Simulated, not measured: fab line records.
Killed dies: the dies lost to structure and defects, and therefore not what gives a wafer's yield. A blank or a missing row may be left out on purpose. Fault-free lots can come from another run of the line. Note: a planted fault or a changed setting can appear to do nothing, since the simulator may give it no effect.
fab line records -- flow rit-cmos
record lots=6, wafers=18, last-day=7
route steps=202 shown PRETRO@72 GATE@75 FOX2@80
lots that met no fault: from a run of the same line without faults
start-h: hours from the record's opening day to when the first of the lot's shown wafers began -- wait-h: time in hours since the lot's previous step -- " as in the row above -- L1.1+2: one row covering several wafers at once -- - no value present, or no start provided -- * or withheld: withheld -- < > ~ a bound
route shown NAME@n: names a module that has steps shown in the file, with the first one's number in the route -- usual: mean/standard deviation of fault-free wafers -- same: alike in all rows -- chamber/n: place in a boat -- sites: the reading at each site -- _std_site: standard deviation of those values -- _edge_site: inner sites' mean taken away from outer sites' mean -- radius-mm: for every site, how far away it sits from the centre of the wafer -- mask NAME#n: copy n -- behind: the most recent tool/chamber to have shaped the wafer -- hold: the reason the lot was held/the length of the hold in hours/how it ended -- device: the n, p or np transistor that did not switch -- end of line: tests run on the same wafers once the route is complete -- a step given without rows: its recipe and nothing more -- killed: the dies lost at the first sort to structure and to defects; this is not the yield of the wafer -- map: dies across one wafer; x = killed, . = not, _ = none there
set.NAME: the setting that was run; set.NAME@STEP: the one run at that earlier step -- model.NAME: the simulator's own value behind a step, which no gauge read
certain route steps with their lots: each step a table, each wafer a row
services: a tool's chamber out of use, with start hour (start-h, from the record's first day; less than 0 if before it), hours out, and reason
## steps
# step RIT_PRETRO_IMPLANT_08
# recipe species=B, energy-kev=45, dose-cm2=1.2e+13, tilt-deg=7
# step RIT_PRETRO_STRIP_09
# recipe chemistry=O2, time-s=180, resist=NOVOLAK, platen-temp-c=withheld, power-w=500, pressure-mtorr=4000, o2-flow-sccm=4000
# usual chamber-pressure-mTorr=4000/4, drypump-motor-current-A=5.4/0.41, o2-flow-sccm=3999/11
lot.wafer,tool,chamber,start-h,wait-h,chamber-pressure-mTorr,drypump-motor-current-A,o2-flow-sccm,rf-hours-counter-h
L965.1,plasma-asher-03,0,42.15,0.1,4003,4.9,3998,37
L965.5,plasma-asher-03,0,42.15,0.1,4006,4.9,4000,-
L965.6,plasma-asher-03,1,42.15,0.1,3995,5.9,4007,-
L970.1,plasma-asher-03,0,66.92,0.1,4003,4.9,3992,40
L970.2,plasma-asher-03,1,66.92,0.1,3997,5.9,3993,40
L970.5,plasma-asher-03,1,66.92,0.1,3994,5.9,3998,-
L979.1,plasma-asher-01,1,113.22,0.1,3999,4.9,4003,32
L979.2,plasma-asher-01,0,113.22,0.1,3997,5.7,3997,32
L979.3,plasma-asher-01,1,113.22,0.1,3996,4.9,4000,-
L981.2,plasma-asher-02,0,121.19,0.1,3998,5.4,3993,0
L981.3,plasma-asher-02,1,121.19,0.1,3995,5.5,4021,-
L981.5,plasma-asher-02,1,121.19,0.1,4002,5.5,4026,-
L983.1,plasma-asher-01,1,133.43,0.1,4002,4.9,3982,34
L983.2,plasma-asher-01,0,133.43,0.1,3993,5.7,3994,34
L983.3,plasma-asher-01,1,133.43,0.1,4005,4.9,3984,-
L986.1,plasma-asher-03,1,146.15,0.1,3996,5.9,3995,48
L986.4,plasma-asher-03,0,146.15,0.1,4000,4.9,3985,-
L986.6,plasma-asher-03,0,146.15,0.1,4000,4.9,3979,-
# step RIT_PRETRO_TW_MEAS_10
# usual PRETRO_TW=476.1/2.7
lot.wafer,tool,chamber,start-h,wait-h,PRETRO_TW
L965.1,film-metro-02,-,42.32,0.1,478.1
L965.5,film-metro-02,-,42.32,0.1,475.3
L965.6,film-metro-02,-,42.32,0.1,475.4
L970.1,film-metro-02,-,67.10,0.1,479.2
L970.2,film-metro-02,-,67.10,0.1,476.0
L970.5,film-metro-02,-,67.10,0.1,477.7
L979.1,film-metro-01,-,113.40,0.1,475.8
L979.2,film-metro-01,-,113.40,0.1,479.3
L979.3,film-metro-01,-,113.40,0.1,478.0
L981.2,film-metro-01,-,121.38,0.1,471.0
L981.3,film-metro-01,-,121.38,0.1,474.1
L981.5,film-metro-01,-,121.38,0.1,472.9
L983.1,film-metro-02,-,133.61,0.1,475.1
L983.2,film-metro-02,-,133.61,0.1,476.0
L983.3,film-metro-02,-,133.61,0.1,475.6
L986.1,film-metro-01,-,146.33,0.1,474.2
L986.4,film-metro-01,-,146.33,0.1,475.3
L986.6,film-metro-01,-,146.33,0.1,471.7
# step RIT_GATE_WET_ETCH_00
# recipe chemistry=BOE, target=SiO2, target-depth-nm=56, time-s=60, dry=n2-spin, dilution=10:1, temp-c=21.5
# step RIT_GATE_CLEAN_01
# recipe chemistry=SC1, mix=3:3:50, time-s=600, temp-c=75
# step RIT_GATE_CLEAN_02
# recipe chemistry=dHF, dilution=50:1, time-s=30
# step RIT_GATE_CLEAN_03
# recipe chemistry=SC2, mix=3:3:50, time-s=600, temp-c=75, dry=n2-spin
# step RIT_GATE_CLEAN_04
# recipe chemistry=dHF, dilution=50:1, time-s=60, dry=n2-spin
# step RIT_FOX2_THK_MEAS_91
# recipe reads=SiO2_of_FOX2_OXIDATION_00
# usual FIELD_OXIDE_LEFT_2_THK=252/7
lot.wafer,tool,chamber,start-h,wait-h,FIELD_OXIDE_LEFT_2_THK[nm]
L965.1,film-metro-02,-,43.15,0.0,247
L965.5,film-metro-02,-,43.15,0.0,246
L965.6,film-metro-02,-,43.15,0.0,246
L970.1,film-metro-03,-,67.59,0.0,251
L970.2,film-metro-03,-,67.59,0.0,260
L970.5,film-metro-03,-,67.59,0.0,258
L979.1,film-metro-03,-,113.87,0.0,254
L979.2,film-metro-03,-,113.87,0.0,249
L979.3,film-metro-03,-,113.87,0.0,252
L981.2,film-metro-02,-,121.87,0.0,245
L981.3,film-metro-02,-,121.87,0.0,254
L981.5,film-metro-02,-,121.87,0.0,247
L983.1,film-metro-04,-,134.19,0.0,258
L983.2,film-metro-04,-,134.19,0.0,255
L983.3,film-metro-04,-,134.19,0.0,262
L986.1,film-metro-04,-,146.81,0.0,250
L986.4,film-metro-04,-,146.81,0.0,256
L986.6,film-metro-04,-,146.81,0.0,252
# step RIT_GATE_OXIDATION_05
# recipe temp-c=900, ambient=O2, target-thk-a=30, ox-time-s=270
# step RIT_GATE_ANNEAL_06
# recipe temp-c=900, time-s=600, ambient=N2O
# step RIT_GATE_THK_MEAS_07
# recipe reads=SiO2_of_GATE_OXIDATION_05
# usual GATE_OXIDE_THK=3.00/0.068
lot.wafer,tool,chamber,start-h,wait-h,GATE_OXIDE_THK[nm]
L965.1,film-metro-03,-,44.69,0.0,3.09
L965.5,film-metro-03,-,44.69,0.0,3.03
L965.6,film-metro-03,-,44.69,0.0,2.98
L970.1,film-metro-04,-,69.68,0.0,3.01
L970.2,film-metro-04,-,69.68,0.0,3.01
L970.5,film-metro-04,-,69.68,0.0,3.08
L979.1,film-metro-02,-,115.26,0.0,3.04
L979.2,film-metro-02,-,115.26,0.0,2.95
L979.3,film-metro-02,-,115.26,0.0,2.99
L981.2,film-metro-03,-,123.26,0.0,3.02
L981.3,film-metro-03,-,123.26,0.0,2.93
L981.5,film-metro-03,-,123.26,0.0,2.95
L983.1,film-metro-02,-,137.84,0.0,2.91
L983.2,film-metro-02,-,137.84,0.0,2.92
L983.3,film-metro-02,-,137.84,0.0,2.87
L986.1,film-metro-02,-,151.19,0.0,3.01
L986.4,film-metro-02,-,151.19,0.0,3.01
L986.6,film-metro-02,-,151.19,0.0,3.04
# step RIT_GATE_CVD_08
# recipe material=poly-Si, target-thk-nm=250, temp-c=610, precursor=SiH4, time-s=2220, pressure-mtorr=300, sih4-flow-sccm=100
# usual sih4-flow-sccm=100.0/0.34, spike-tc-source-C=629.4/2.5
lot.wafer,tool,chamber,start-h,wait-h,sih4-flow-sccm,spike-tc-source-C,model.poly-Si_of_GATE_CVD_08.thk-nm
L965.1,lpcvd-01,0,44.75,0.1,100.2,626.4,251.7
L965.5,lpcvd-01,0,44.75,0.1,100.2,624.8,253.2
L965.6,lpcvd-01,0,44.75,0.1,99.7,625.9,249.7
L970.1,lpcvd-02,1,69.74,0.1,100.4,633.1,249.6
L970.2,lpcvd-02,1,69.74,0.1,100.6,631.5,247.8
L970.5,lpcvd-02,1,69.74,0.1,100.2,630.8,248.1
L979.1,lpcvd-01,1,115.32,0.1,100.0,629.2,439.5
L979.2,lpcvd-01,1,115.32,0.1,100.2,628.1,439.1
L979.3,lpcvd-01,1,115.32,0.1,100.0,628.8,438.3
L981.2,lpcvd-01,0,123.53,0.3,100.0,625.2,435.3
L981.3,lpcvd-01,0,123.53,0.3,100.4,626.5,434.4
L981.5,lpcvd-01,0,123.53,0.3,100.3,628.0,436
L983.1,lpcvd-02,1,137.90,0.1,99.5,631.6,249.4
L983.2,lpcvd-02,1,137.90,0.1,99.6,631.1,246.3
L983.3,lpcvd-02,1,137.90,0.1,99.3,632.6,245.8
L986.1,lpcvd-02,1,151.25,0.1,100.1,630.6,247.2
L986.4,lpcvd-02,1,151.25,0.1,100.2,632.9,250
L986.6,lpcvd-02,1,151.25,0.1,100.0,631.0,247.9
# step RIT_GATE_THK_MEAS_09
# recipe reads=poly-Si_of_GATE_CVD_08
# usual GATE_POLY_THK=248.0/2.2
lot.wafer,tool,chamber,start-h,wait-h,GATE_POLY_THK[nm]
L965.1,film-metro-04,-,46.37,0.0,251.7
L965.5,film-metro-04,-,46.37,0.0,253.4
L965.6,film-metro-04,-,46.37,0.0,249.8
L970.1,film-metro-04,-,71.35,0.0,249.5
L970.2,film-metro-04,-,71.35,0.0,247.6
L970.5,film-metro-04,-,71.35,0.0,248.2
L979.1,film-metro-02,-,116.94,0.0,439.8
L979.2,film-metro-02,-,116.94,0.0,439.1
L979.3,film-metro-02,-,116.94,0.0,438.1
L981.2,film-metro-02,-,125.16,0.0,435.5
L981.3,film-metro-02,-,125.16,0.0,434.7
L981.5,film-metro-02,-,125.16,0.0,436.3
L983.1,film-metro-02,-,140.32,0.0,249.2
L983.2,film-metro-02,-,140.32,0.0,246.4
L983.3,film-metro-02,-,140.32,0.0,246.0
L986.1,film-metro-03,-,152.87,0.0,247.2
L986.4,film-metro-03,-,152.87,0.0,250.2
L986.6,film-metro-03,-,152.87,0.0,247.8
# step RIT_GATE_HMDS_10
# recipe prime-time-s=60, prime-temp-c=140
# step RIT_GATE_COAT_11
# recipe resist=NOVOLAK, spin-rpm=4250, resist-thk-nm=850
# step RIT_GATE_SOFTBAKE_12
# recipe resist=NOVOLAK, temp-c=90, time-s=60
# step RIT_GATE_EXPOSE_13
# recipe mask-id=M6, na=0.6, source-shape=conventional, sigma-outer=0.6, target-cd-nm=150, dose-mj=380
# step RIT_GATE_PEB_14
# recipe resist=NOVOLAK, temp-c=withheld, time-s=withheld
# step RIT_GATE_DEVELOP_15
# recipe resist=NOVOLAK, develop-time-s=50, dev-temp-c=23
# step RIT_GATE_CD_MEAS_16
# recipe target-cd-nm=150
# usual cd-nm=149.9/2.8
lot.wafer,tool,chamber,start-h,wait-h,cd-nm
L965.1,cd-sem-01,-,47.40,-,151.8
L965.5,cd-sem-01,-,47.40,-,148.8
L965.6,cd-sem-01,-,47.40,-,147.2
L970.1,cd-sem-01,-,72.39,-,150.0
L970.2,cd-sem-01,-,72.39,-,150.6
L970.5,cd-sem-01,-,72.39,-,150.0
L979.1,cd-sem-01,-,117.85,-,149.4
L979.2,cd-sem-01,-,117.85,-,146.4
L979.3,cd-sem-01,-,117.85,-,149.4
L981.2,cd-sem-01,-,126.21,-,150.4
L981.3,cd-sem-01,-,126.21,-,150.1
L981.5,cd-sem-01,-,126.21,-,150.8
L983.1,cd-sem-02,-,141.27,-,149.0
L983.2,cd-sem-02,-,141.27,-,150.3
L983.3,cd-sem-02,-,141.27,-,149.3
L986.1,cd-sem-02,-,153.90,-,150.5
L986.4,cd-sem-02,-,153.90,-,150.3
L986.6,cd-sem-02,-,153.90,-,149.9
# step RIT_GATE_OVL_MEAS_17
# usual GATE_OVL=0.1/1.3
lot.wafer,tool,chamber,start-h,wait-h,GATE_OVL[nm]
L965.1,overlay-02,-,47.52,0.1,-1.0
L965.5,overlay-02,-,47.52,0.1,-0.7
L965.6,overlay-02,-,47.52,0.1,-0.1
L970.1,overlay-02,-,72.51,0.1,-0.5
L970.2,overlay-02,-,72.51,0.1,0.2
L970.5,overlay-02,-,72.51,0.1,-0.3
L979.1,overlay-01,-,117.97,0.1,-0.1
L979.2,overlay-01,-,117.97,0.1,0.9
L979.3,overlay-01,-,117.97,0.1,2.3
L981.2,overlay-01,-,126.31,0.1,1.5
L981.3,overlay-01,-,126.31,0.1,0.8
L981.5,overlay-01,-,126.31,0.1,1.9
L983.1,overlay-01,-,141.39,0.1,1.8
L983.2,overlay-01,-,141.39,0.1,3.1
L983.3,overlay-01,-,141.39,0.1,-0.1
L986.1,overlay-01,-,154.02,0.1,1.7
L986.4,overlay-01,-,154.02,0.1,4.2
L986.6,overlay-01,-,154.02,0.1,1.9
# step RIT_GATE_HARDBAKE_18
# recipe resist=NOVOLAK, temp-c=140, time-s=60
# step RIT_GATE_ETCH_19
# recipe chemistry=SF6/CHF3/O2, time-s=165, SF6_flow_sccm=30, CHF3_flow_sccm=30, O2_flow_sccm=5, target=poly-Si, pressure-mtorr=40, rf-w=160, target-depth-a=3125, over-etch-frac=0.25, stop-on=SiO2
# usual CHF3_flow_sccm=30.00/0.094, chamber-pressure-mTorr=40.00/0.037, drypump-motor-current-A=5.8/0.55, oes-product-au=0.846/0.016, throttle-valve-pct=10.22/0.15
lot.wafer,tool,chamber,start-h,wait-h,CHF3_flow_sccm,chamber-pressure-mTorr,drypump-motor-current-A,oes-product-au,rf-hours-counter-h,throttle-valve-pct,model.etch.depth-nm,model.GATE.feature-depth-nm
L965.1,rie-si-01,3,47.71,0.1,30.10,39.96,6.1,0.885,151,10.38,251.7,251.7
L965.5,rie-si-01,0,47.71,0.1,29.90,39.96,5.9,0.869,-,10.00,253.2,253.2
L965.6,rie-si-01,3,47.71,0.1,30.19,40.07,6.1,0.867,-,10.39,249.7,249.7
L970.1,rie-si-02,0,72.69,0.1,30.06,40.00,4.8,0.851,81,10.18,249.6,249.6
L970.2,rie-si-02,2,72.69,0.1,29.94,40.02,5.2,0.819,38,10.41,247.8,247.8
L970.5,rie-si-02,1,72.69,0.1,29.84,40.04,6.1,0.855,-,10.41,248.1,248.1
L979.1,rie-si-01,2,118.15,0.1,30.17,39.96,6.0,1.004,1,10.15,311.4,311.4
L979.2,rie-si-01,0,118.15,0.1,29.92,40.01,6.0,1.016,4,10.02,314.1,314.1
L979.3,rie-si-01,0,118.15,0.1,30.09,39.97,6.0,1.009,-,10.00,311.6,311.6
L981.2,rie-si-01,1,126.49,0.1,30.07,40.01,5.5,1.011,49,10.18,317.3,317.3
L981.3,rie-si-01,2,126.49,0.1,30.01,39.96,6.1,1.013,1,10.15,312.8,312.8
L981.5,rie-si-01,2,126.49,0.1,30.14,40.01,6.1,1.009,-,10.16,312.4,312.4
L983.1,rie-si-01,0,141.58,0.1,29.88,39.99,6.0,0.867,4,10.01,249.4,249.4
L983.2,rie-si-01,1,141.58,0.1,30.13,39.98,5.4,0.854,49,10.18,246.3,246.3
L983.3,rie-si-01,2,141.58,0.1,30.05,39.99,6.0,0.848,1,10.15,245.8,245.8
L986.1,rie-si-02,3,154.21,0.1,29.89,40.08,6.6,0.829,35,10.08,247.2,247.2
L986.4,rie-si-02,3,154.21,0.1,30.16,40.02,6.6,0.831,-,10.09,250,250
L986.6,rie-si-02,2,154.21,0.1,29.94,40.00,5.2,0.829,-,10.41,247.9,247.9
# step RIT_GATE_STRIP_20
# recipe chemistry=O2, time-s=180, resist=NOVOLAK, platen-temp-c=withheld, power-w=500, pressure-mtorr=4000, o2-flow-sccm=4000
# usual chamber-pressure-mTorr=4000/3.6, drypump-motor-current-A=5.6/0.51, o2-flow-sccm=3999/12
lot.wafer,tool,chamber,start-h,wait-h,chamber-pressure-mTorr,drypump-motor-current-A,o2-flow-sccm,rf-hours-counter-h
L965.1,plasma-asher-02,0,47.82,0.1,4003,5.4,4012,41
L965.5,plasma-asher-02,1,47.82,0.1,4009,5.5,3993,-
L965.6,plasma-asher-02,0,47.82,0.1,3997,5.4,4005,-
L970.1,plasma-asher-04,1,72.80,0.1,4002,6.3,4012,46
L970.2,plasma-asher-04,0,72.80,0.1,3996,6.3,4008,46
L970.5,plasma-asher-04,1,72.80,0.1,4005,6.3,4007,-
L979.1,plasma-asher-04,0,118.31,0.1,4001,6.3,3992,51
L979.2,plasma-asher-04,1,118.31,0.1,4001,6.3,3993,51
L979.3,plasma-asher-04,0,118.31,0.1,4005,6.3,4013,-
L981.2,plasma-asher-03,0,126.60,0.1,4000,4.9,3997,46
L981.3,plasma-asher-03,0,126.60,0.1,3999,4.9,3991,-
L981.5,plasma-asher-03,1,126.60,0.1,3995,5.9,3997,-
L983.1,plasma-asher-04,1,141.69,0.1,4002,6.3,4006,53
L983.2,plasma-asher-04,0,141.69,0.1,3993,6.3,3999,53
L983.3,plasma-asher-04,1,141.69,0.1,4001,6.3,3997,-
L986.1,plasma-asher-04,1,154.32,0.1,3996,6.3,3990,54
L986.4,plasma-asher-04,0,154.32,0.1,3997,6.3,3995,-
L986.6,plasma-asher-04,0,154.32,0.1,3996,6.3,3999,-
## services
tool,chamber,start-h,hours,kind
plasma-asher-04,-,21.50,2.6,repair
rie-si-01,3,91.95,5.7,repair
plasma-asher-01,-,98.37,0.4,repair
plasma-asher-01,-,103.03,2.8,pm
rie-si-01,3,106.80,-,clean
rie-si-01,3,106.80,28.7,scheduled-down
rie-si-01,3,106.80,28.7,vent-cycle
plasma-asher-02,-,108.75,9.0,pm
plasma-asher-02,0,108.75,9.0,vent-cycle
plasma-asher-02,1,108.75,9.0,vent-cycle
rie-si-01,1,116.99,3.6,repair
plasma-asher-02,0,117.75,-,clean
plasma-asher-02,1,117.75,-,clean
plasma-asher-04,-,125.04,2.2,repair
rie-si-02,1,149.10,-,clean
rie-si-02,1,149.10,19.1,scheduled-down
rie-si-02,1,149.10,19.1,vent-cycle
## key
first-sign step=RIT_GATE_THK_MEAS_09, reading=GATE_POLY_THK, direction=up, sigmas=88, usual=248.0, struck=437.2
effect step=RIT_GATE_ETCH_19, reading=oes-product-au, direction=up, sigmas=10, usual=0.846, struck=1.010
model-effect step=RIT_GATE_CVD_08, value=poly-Si_of_GATE_CVD_08.thk-nm, without=248.6, struck=437.1
model-effect step=RIT_GATE_ETCH_19, value=etch.depth-nm, without=248.6, struck=313.3
met-at RIT_GATE_CVD_08
struck-wafers L979.1,L979.2,L979.3,L981.2,L981.3,L981.5
later-rows-left-out L979.1,L979.2,L979.3,L981.2,L981.3,L981.5
sort-left-out L979.1,L979.2,L979.3,L981.2,L981.3,L981.5
tester-left-out L979,L981
onset-between 44.75 115.32
fault kind=process-parameter-drift, tool=lpcvd-01, chamber=-, onset-h=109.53, steps=RIT_GATE_CVD_08, channel=target-thk-nm, offset=188.54, shape=step, end-h=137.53, acts-in=these-recipes-only, stated=250
# tester-left-out: of these lots the tester's yield and bins aren't shown, on N5 and GAA mostly nor the transistor test; their killed dies are dies lost to structure and defects alone, not to doping, threshold or leakage, so they don't give the yield
# sort-left-out: the simulated sort isn't trusted on such a fault, so these wafers' sort isn't shown, and their yield isn't known
# later-rows-left-out: the simulator's readings of these wafers behind a module that went badly wrong aren't trusted and aren't shown, but for the sort
